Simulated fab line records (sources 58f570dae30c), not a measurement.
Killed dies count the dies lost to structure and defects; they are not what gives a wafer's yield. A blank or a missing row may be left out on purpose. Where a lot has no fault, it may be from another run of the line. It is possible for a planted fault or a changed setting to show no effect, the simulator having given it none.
Which tool is to blame? -- flow berkeley-cmos170 -- 39 wafers sampled from 13 lots at 1 step of a route of 331

WHAT THE GAUGES READ, wafer by wafer
The record lacks any reading of a measuring or inspecting step that a usual standard deviation could be used to judge.

EACH LOT AND THE TOOL THAT RAN IT (in order: tool; ch and the chambers of the sampled wafers; start)
lot,UCB170_ACTIVE_EXPOSE_10
L305,"krf-scanner-02 ch 0, day 4 15:10"
L306,"krf-scanner-02 ch 0, day 4 15:19"
L307,"krf-scanner-02 ch 0, day 4 22:37"
L308,"krf-scanner-01 ch 0, day 4 22:50"
L309,"krf-scanner-02 ch 0, day 5 05:59"
L310,"krf-scanner-02 ch 0, day 5 16:23"
L312,"krf-scanner-01 ch 0, day 5 16:35"
L311,"krf-scanner-01 ch 0, day 5 16:43"
L313,"krf-scanner-01 ch 0, day 6 03:50"
L317,"krf-scanner-02 ch 0, day 6 17:36"
L320,"krf-scanner-01 ch 0, day 7 18:59"
L324,"krf-scanner-01 ch 0, day 8 19:47"
L326,"krf-scanner-01 ch 0, day 9 12:40"
- UCB170_ACTIVE_EXPOSE_10: exposes mask ACTIVE, target cd 1200 nm.

WHAT THE TOOLS THEMSELVES READ (means of the sampled wafers that have a number; where no wafer has one, the mark that the record gives instead)
UCB170_ACTIVE_EXPOSE_10.
lot,tool,exposure-dose-mJ-cm2
L305,krf-scanner-02,19.969
L306,krf-scanner-02,19.995
L307,krf-scanner-02,19.988
L308,krf-scanner-01,19.975
L309,krf-scanner-02,19.961
L310,krf-scanner-02,19.995
L312,krf-scanner-01,19.998
L311,krf-scanner-01,19.967
L313,krf-scanner-01,20.009
L317,krf-scanner-02,19.803
L320,krf-scanner-01,19.990
L324,krf-scanner-01,20.000
L326,krf-scanner-01,19.979

THE ANSWER, worked out from the rows above alone
Rule: usual is defined by the lots themselves. Put in order of their means at a reading, lots are off if they are a third of the lots or fewer, leave a main group of 4 or more, and stand apart from it by a gap of 3 or more times the standard deviation of the main group's means; of several such gaps the widest counts. The tables above print the reading to a certain number of digits; a main group whose means all agree to those digits is not used. A lot without any number at a reading at which 4 lots or more have one is off too. Where the step has rows for the other lots, those lots are counted as sound. First the gauges in route order, then the tools' own readings, where a lot's mean is used as printed above. The first step at which some lot is off is used, and at that step the reading that is off furthest; a lot without a number counts as furthest.
Off at UCB170_ACTIVE_EXPOSE_10 (exposure-dose-mJ-cm2): L317. For the main group the mean is 19.986 and the standard deviation 0.014.
A tool fits if, at that step or a process step before it, it ran every lot that is off, and no sound lot after the first of them. One fits: UCB170_ACTIVE_EXPOSE_10 on krf-scanner-02. Its last sound lot is L310 (day 5 16:23), its first lot that is off L317 (day 6 17:36): a fault that began between those two fits.
On the lots that are off, the tool's own readings at UCB170_ACTIVE_EXPOSE_10 differ by more than 5 times the standard deviation of the sound lots' means, which bears it out; exposure-dose-mJ-cm2 reads 19.803 there versus 19.986 on the sound lots.

WHAT THE SIMULATOR HAD PUT IN
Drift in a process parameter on krf-scanner-02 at UCB170_ACTIVE_EXPOSE_10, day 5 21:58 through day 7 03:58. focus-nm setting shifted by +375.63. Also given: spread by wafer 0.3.
Struck lots among those shown: L317. This agrees with what the rule above found.
